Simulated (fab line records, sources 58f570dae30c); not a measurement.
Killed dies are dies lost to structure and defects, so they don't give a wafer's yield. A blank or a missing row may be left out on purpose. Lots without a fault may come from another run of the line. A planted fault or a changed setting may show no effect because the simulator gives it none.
Split-lot experiment | flow berkeley_cmos170 | 5 lots, 23 wafers read, on a route of 331 steps

THE SPLIT
At UCB170_NWELL_IMPLANT_14, the setting energy_kev was moved away from the recipe's 150 on 6 of the 23 wafers read, by -3.3% to +4.3%. The other wafers ran this setting at the recipe's value.

The reading is taken at the split's own step.

THE READING
implant.drp_nm (the simulator's own value, which no gauge read), in nm, at UCB170_NWELL_IMPLANT_14. The file gives no usual value for it.

wafer  | tool, chamber at the split | energy_kev as run | against the recipe | implant.drp_nm, nm | against lot-mates on the recipe
L074.1 | implanter-01, 0            | 150               | recipe             | 62.72              | -
L074.3 | implanter-01, 0            | 150               | recipe             | 62.72              | -
L074.4 | implanter-01, 0            | 150               | recipe             | 62.72              | -
L074.5 | implanter-01, 0            | 156.4             | +4.3%              | 64.72              | +2.00
L074.6 | implanter-01, 0            | 156.4             | +4.3%              | 64.72              | +2.00
L077.2 | implanter-03, 0            | 150               | recipe             | 62.72              | -
L077.4 | implanter-03, 0            | 150               | recipe             | 62.72              | -
L077.5 | implanter-03, 0            | 150               | recipe             | 62.72              | -
L077.3 | implanter-03, 0            | 145.1             | -3.3%              | 61.12              | -1.60
L077.6 | implanter-03, 0            | 145.1             | -3.3%              | 61.12              | -1.60
L081.2 | implanter-01, 0            | 150               | recipe             | 62.72              | -
L081.3 | implanter-01, 0            | 150               | recipe             | 62.72              | -
L081.4 | implanter-01, 0            | 150               | recipe             | 62.72              | -
L081.5 | implanter-01, 0            | 150               | recipe             | 62.72              | -
L081.6 | implanter-01, 0            | 150               | recipe             | 62.72              | -
L084.1 | implanter-04, 0            | 150               | recipe             | 62.72              | -
L084.4 | implanter-04, 0            | 150               | recipe             | 62.72              | -
L084.5 | implanter-04, 0            | 150               | recipe             | 62.72              | -
L085.1 | implanter-04, 0            | 147               | -2.0%              | 61.75              | -0.97
L085.6 | implanter-04, 0            | 147               | -2.0%              | 61.75              | -0.97
L085.3 | implanter-04, 0            | 150               | recipe             | 62.72              | -
L085.4 | implanter-04, 0            | 150               | recipe             | 62.72              | -
L085.5 | implanter-04, 0            | 150               | recipe             | 62.72              | -

THE FIT
A straight line over all 23 wafers: implant.drp_nm changes by +0.477 nm for each +1% of energy_kev; r = +1.00; the points scatter about the line by 0.015 nm.
The same after taking each lot's own level away (the mean of its wafers on the recipe; 23 wafers): +0.477 nm for each +1%; r = +1.00; scatter 0.015 nm.
On that fit, the largest move of energy_kev shifts the reading by 2 nm.
The lots' own levels span 62.720 to 62.720 nm.
So the lot-to-lot level changes the slope little: the two slopes agree.
Check: with one of the wafers moved furthest among these (+4.3%) left out of the fit, the line predicts +2.04 nm for it against its lot-mates. It came out at +2 nm against them.

OTHER SPLITS ON THESE WAFERS
These wafers also went through other splits before the reading. Each is held against what the fit with the lots' levels taken away leaves over:
other split on the same wafers     | wafers away from the commonest value | r with implant.drp_nm (lot level and that fit taken away)
UCB170_START_OXIDATION_02 temp_c   | 18                                   | -0.39
UCB170_NWELL_COAT_07 resist_thk_nm | 6                                    | +0.09

THE WHOLE CHAIN: every reading that the file lists as answering this split, in the file's order
step                    | what it does | reading                                                         | change (the file's fit)               | r (the file's)
UCB170_NWELL_IMPLANT_14 |              | implant.rp_nm (the simulator's own value, which no gauge read)  | +1.96 nm for each +1% of the setting  | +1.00
UCB170_NWELL_IMPLANT_14 |              | implant.drp_nm (the simulator's own value, which no gauge read) | +0.478 nm for each +1% of the setting | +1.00

THE FILE'S OWN FIT
implant.drp_nm changes by +0.478 nm for each +1% of energy_kev, r = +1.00.
